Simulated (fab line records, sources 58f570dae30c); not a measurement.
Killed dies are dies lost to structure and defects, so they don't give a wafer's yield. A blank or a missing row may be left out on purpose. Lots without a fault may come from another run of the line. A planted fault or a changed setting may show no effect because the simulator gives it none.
A struck lot beside a sound one | flow berkeley_cmos170 | 24 steps out of a route of 331
Sound: wafers L445.1, L445.3, L445.5. Struck: wafers L453.1, L453.5, L453.6. The cause comes at the end.
At each step with rows: each side's tool, then ch and its chambers, then its first start. Under that, the readings that differ: sound wafers | struck wafers | difference of the means | sigmas: that difference in standard deviations of wafers without a fault.
alike: readings whose means differ by less than 2 such deviations, and words and numbers that are the same on both sides. not compared: withheld readings, readings that some wafer has no value for, bounds like >300 that may hide the same value, and numbers for which the record gives no deviation and whose values overlap.
The two part at a step that has a row with sigmas, a row that says differs or no value, or rows on one side only. Numbers that don't overlap but have no deviation are shown without sigmas and don't part them. A reading that every wafer of one side lacks parts them only if that side has two wafers or more.

first, 6 steps without rows for these wafers: UCB170_ZERO_HMDS_00 (prime time 60 s); UCB170_ZERO_COAT_01 (resist thk 888.1 nm); UCB170_ZERO_SOFTBAKE_02 (time 60 s); UCB170_ZERO_EXPOSE_03 (exposes mask PM MARKS, target cd 4000 nm); UCB170_ZERO_PEB_04; UCB170_ZERO_DEVELOP_05 (develop time 45 s).
UCB170_ZERO_ETCH_06: etches SiO2 in CHF3/CF4/Ar, time 12 s.
  sound on rie_diel-04 ch 0,3, day 2 20:47; struck on rie_diel-04 ch 0,3, day 4 04:59
  alike: drypump_motor_current_A, oes_product_au, throttle_valve_pct
  not compared: rf_hours_counter_h
UCB170_ZERO_STRIP_07: strips in O2.
  sound on plasma_asher-03 ch 0, day 2 20:48; struck on plasma_asher-04 ch 0,1, day 4 05:01
  alike: drypump_motor_current_A, oes_product_au, strip_time_to_endpoint_s
  not compared: rf_hours_counter_h
then, 2 steps without rows for these wafers: UCB170_NWELL_WET_ETCH_00 (etches SiO2 in dHF, time 200 s); UCB170_NWELL_OXIDATION_01 (target thk 26.4 nm, ox time 1260 s).
UCB170_NWELL_THK_MEAS_02:
  sound on film_metro-01, day 3 02:57; struck on film_metro-01, day 4 10:02
  reading              | sound          | struck         | difference | sigmas
  NWELL_OXIDE_THK (nm) | 26.4 26.3 26.0 | 26.9 27.1 26.9 | +0.7       | +2
then, 1 step without rows for these wafers: UCB170_NWELL_ANNEAL_03 (time 900 s).
UCB170_NWELL_CVD_04: deposits Si3N4 from SiH2Cl2/NH3, target thk 224 nm, time 3360 s.
  sound on lpcvd-02 ch 0, day 3 06:57; struck on lpcvd-02 ch 0, day 4 14:02
  reading                                 | sound             | struck            | difference | sigmas
  sih2cl2_flow_sccm (sccm)                | 25.12 25.16 25.14 | 20.00 19.99 19.97 | -5.15      | -64
  model.Si3N4_of_NWELL_CVD_04.thk_nm (nm) | 220.1 221.4 222.8 | 215.3 214.2 214.8 | -6.7       |
UCB170_NWELL_THK_MEAS_05:
  sound on film_metro-01, day 3 08:53; struck on film_metro-01, day 4 15:58
  reading                | sound             | struck            | difference | sigmas
  NWELL_NITRIDE_THK (nm) | 220.0 221.6 223.1 | 215.2 214.1 214.9 | -6.8       | -3
then, 6 steps without rows for these wafers: UCB170_NWELL_HMDS_06 (prime time 60 s); UCB170_NWELL_COAT_07 (resist thk 912.1 nm); UCB170_NWELL_SOFTBAKE_08 (time 60 s); UCB170_NWELL_EXPOSE_09 (exposes mask NWELL, target cd 3000 nm); UCB170_NWELL_PEB_10; UCB170_NWELL_DEVELOP_11 (develop time 45 s).
UCB170_NWELL_OVL_MEAS_12:
  sound on overlay-02, day 3 10:26; struck on overlay-01, day 4 16:58
  alike: NWELL_OVL
UCB170_NWELL_ETCH_13: etches Si3N4 in CH3F/Ar/O2, stops on SiO2, target depth 246.4 nm, time 154 s.
  sound on rie_diel-03 ch 0,1,3, day 3 10:28; struck on rie_diel-03 ch 0,2,3, day 4 17:00
  reading                  | sound             | struck            | difference | sigmas
  model.etch.depth_nm (nm) | 220.1 221.4 222.8 | 215.3 214.2 214.8 | -6.7       |
  alike: O2_flow_sccm, drypump_motor_current_A, oes_product_au, throttle_valve_pct
  not compared: rf_hours_counter_h
then, 1 step without rows for these wafers: UCB170_NWELL_IMPLANT_14.
-- the record jumps here: 6 days lie between the struck wafers' starts before and after (it left off in module NWELL and takes up again in module M3, whose first step shown is number 331 of the route) --
UCB170_M3_PROBE_99:
  the record has rows for the struck wafers here (prober-02, day 10 14:25) and none for the sound ones

WHERE THEY PART
First at UCB170_NWELL_THK_MEAS_02; last, within this record, at UCB170_M3_PROBE_99.

WHY: what the simulator had put in
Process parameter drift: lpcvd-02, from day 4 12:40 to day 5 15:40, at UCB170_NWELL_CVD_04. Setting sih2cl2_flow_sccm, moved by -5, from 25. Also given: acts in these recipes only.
